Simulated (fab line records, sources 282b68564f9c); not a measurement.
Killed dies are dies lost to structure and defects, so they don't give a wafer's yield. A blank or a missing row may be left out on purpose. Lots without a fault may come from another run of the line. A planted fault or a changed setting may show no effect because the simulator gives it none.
A struck lot beside a sound one | flow rit_cmos | 44 steps out of a route of 202
Sound: wafers L917.2, L917.3, L917.4. Struck: wafers L909.1, L909.2, L909.3. The cause comes at the end.
At each step with rows: each side's tool, then ch and its chambers, then its first start. Under that, the readings that differ: sound wafers | struck wafers | difference of the means | sigmas: that difference in standard deviations of wafers without a fault.
alike: readings whose means differ by less than 2 such deviations, and words and numbers that are the same on both sides. not compared: withheld readings, readings that some wafer has no value for, bounds like >300 that may hide the same value, and numbers for which the record gives no deviation and whose values overlap.
The two part at a step that has a row with sigmas, a row that says differs or no value, or rows on one side only. Numbers that don't overlap but have no deviation are shown without sigmas and don't part them. A reading that every wafer of one side lacks parts them only if that side has two wafers or more.

first, 3 steps without rows for these wafers: RIT_REOX_CLEAN_01 (cleans in dHF, time 30 s); RIT_REOX_CLEAN_02 (cleans in SC2, time 600 s); RIT_REOX_OXIDATION_03 (target thk 25.2 nm, ox time 5580 s).
RIT_REOX_THK_MEAS_04:
  sound on film_metro-02, day 6 10:35; struck on film_metro-01, day 4 21:26
  alike: REOX_OXIDE_THK
then, 6 steps without rows for these wafers: RIT_NLDD_HMDS_00 (prime time 60 s); RIT_NLDD_COAT_01 (resist thk 1000 nm); RIT_NLDD_SOFTBAKE_02 (time 60 s); RIT_NLDD_EXPOSE_03 (exposes mask M7, target cd 40700 nm); RIT_NLDD_PEB_04; RIT_NLDD_DEVELOP_05 (develop time 50 s).
RIT_NLDD_OVL_MEAS_06:
  sound on overlay-01, day 6 11:47; struck on overlay-01, day 4 22:20
  alike: NLDD_OVL
then, 1 step without rows for these wafers: RIT_NLDD_HARDBAKE_07 (time 60 s).
RIT_NLDD_IMPLANT_08:
  sound on implanter-02 ch 0, day 6 11:59; struck on implanter-03 ch 0, day 4 22:31
  reading            | sound             | struck            | difference | sigmas
  tilt_deg (degrees) | 6.990 7.006 6.989 | 6.236 6.261 6.246 | -0.747     | -39
RIT_NLDD_STRIP_09: strips in O2, time 180 s.
  sound on plasma_asher-04 ch 0,1, day 6 12:07; struck on plasma_asher-02 ch 0,1, day 4 22:40
  alike: drypump_motor_current_A, rf_refl_power_W
  not compared: rf_hours_counter_h
RIT_NLDD_TW_MEAS_10:
  sound on film_metro-01, day 6 12:17; struck on film_metro-02, day 4 22:51
  alike: NLDD_TW
then, 6 steps without rows for these wafers: RIT_PLDD_HMDS_00 (prime time 60 s); RIT_PLDD_COAT_01 (resist thk 1000 nm); RIT_PLDD_SOFTBAKE_02 (time 60 s); RIT_PLDD_EXPOSE_03 (exposes mask M8, target cd 40900 nm); RIT_PLDD_PEB_04; RIT_PLDD_DEVELOP_05 (develop time 50 s).
RIT_PLDD_OVL_MEAS_06:
  sound on overlay-01, day 6 13:26; struck on overlay-02, day 4 23:46
  alike: PLDD_OVL
then, 2 steps without rows for these wafers: RIT_PLDD_HARDBAKE_07 (time 60 s); RIT_PLDD_IMPLANT_08.
RIT_PLDD_STRIP_09: strips in O2, time 180 s.
  sound on plasma_asher-02 ch 0,1, day 6 13:50; struck on plasma_asher-03 ch 0,1, day 5 00:06
  alike: drypump_motor_current_A, rf_refl_power_W
  not compared: rf_hours_counter_h
RIT_PLDD_TW_MEAS_10:
  sound on film_metro-01, day 6 14:01; struck on film_metro-01, day 5 00:16
  alike: PLDD_TW
then, 4 steps without rows for these wafers: RIT_SPACER_CLEAN_00 (cleans in SC1, time 600 s); RIT_SPACER_CLEAN_01 (cleans in dHF, time 30 s); RIT_SPACER_CLEAN_02 (cleans in SC2, time 600 s); RIT_SPACER_CVD_03 (deposits Si3N4 from SiH2Cl2/NH3, target thk 250 nm, time 3300 s).
RIT_SPACER_THK_MEAS_04:
  sound on film_metro-02, day 6 16:23; struck on film_metro-03, day 5 02:39
  alike: SPACER_NITRIDE_THK
RIT_SPACER_ETCHBACK_05: etches Si3N4 in SF6/CHF3, stops on SiO2, target depth 250 nm, time 240 s.
  sound on rie_diel-03 ch 0,1,2, day 6 16:26; struck on rie_diel-01 ch 0,1,3, day 5 02:43
  alike: drypump_motor_current_A, oes_product_au, throttle_valve_pct
  not compared: rf_hours_counter_h
then, 6 steps without rows for these wafers: RIT_NSD_HMDS_00 (prime time 60 s); RIT_NSD_COAT_01 (resist thk 1000 nm); RIT_NSD_SOFTBAKE_02 (time 60 s); RIT_NSD_EXPOSE_03 (exposes mask M9, target cd 40700 nm); RIT_NSD_PEB_04; RIT_NSD_DEVELOP_05 (develop time 50 s).
RIT_NSD_OVL_MEAS_06:
  sound on overlay-01, day 6 17:26; struck on overlay-02, day 5 04:29
  alike: NSD_OVL
then, 2 steps without rows for these wafers: RIT_NSD_HARDBAKE_07 (time 60 s); RIT_NSD_IMPLANT_08.
RIT_NSD_STRIP_09: strips in O2, time 180 s.
  sound on plasma_asher-03 ch 0,1, day 6 17:46; struck on plasma_asher-04 ch 0,1, day 5 04:49
  alike: drypump_motor_current_A, rf_refl_power_W
  not compared: rf_hours_counter_h
RIT_SDANNEAL_RS_MEAS_07: measures by four-point-probe.
  sound on film_metro-02, day 6 20:31; struck on film_metro-02, day 5 18:23
  reading          | sound             | struck | difference                    | sigmas
  NLDD_RS (ohm/sq) | 150.9 151.1 151.2 | - - -  | no value on the struck wafers |
RIT_M1_PROBE_99:
  sound on prober-01, day 7 04:43; struck on prober-02, day 6 08:16
  reading                             | sound             | struck          | difference | sigmas
  killed_at_front_end                 | 11 10 14          | 5 3 6           | -7         | -2
  killed_dies                         | 11 10 14          | 5 3 6           | -7         | -2
  model.etest.nmos_turned.drive_ua_um | 313.6 311.4 302.3 | 366.4 362 370.2 | +57.1      |
  alike: killed_at_contacts, killed_open, killed_short

WHERE THEY PART
First at RIT_NLDD_IMPLANT_08; last, within this record, at RIT_M1_PROBE_99.

WHY: what the simulator had put in
Process parameter drift: implanter-03, from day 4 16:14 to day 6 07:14, at RIT_NLDD_IMPLANT_08. Setting tilt_deg, moved by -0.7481, from 7. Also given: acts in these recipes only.
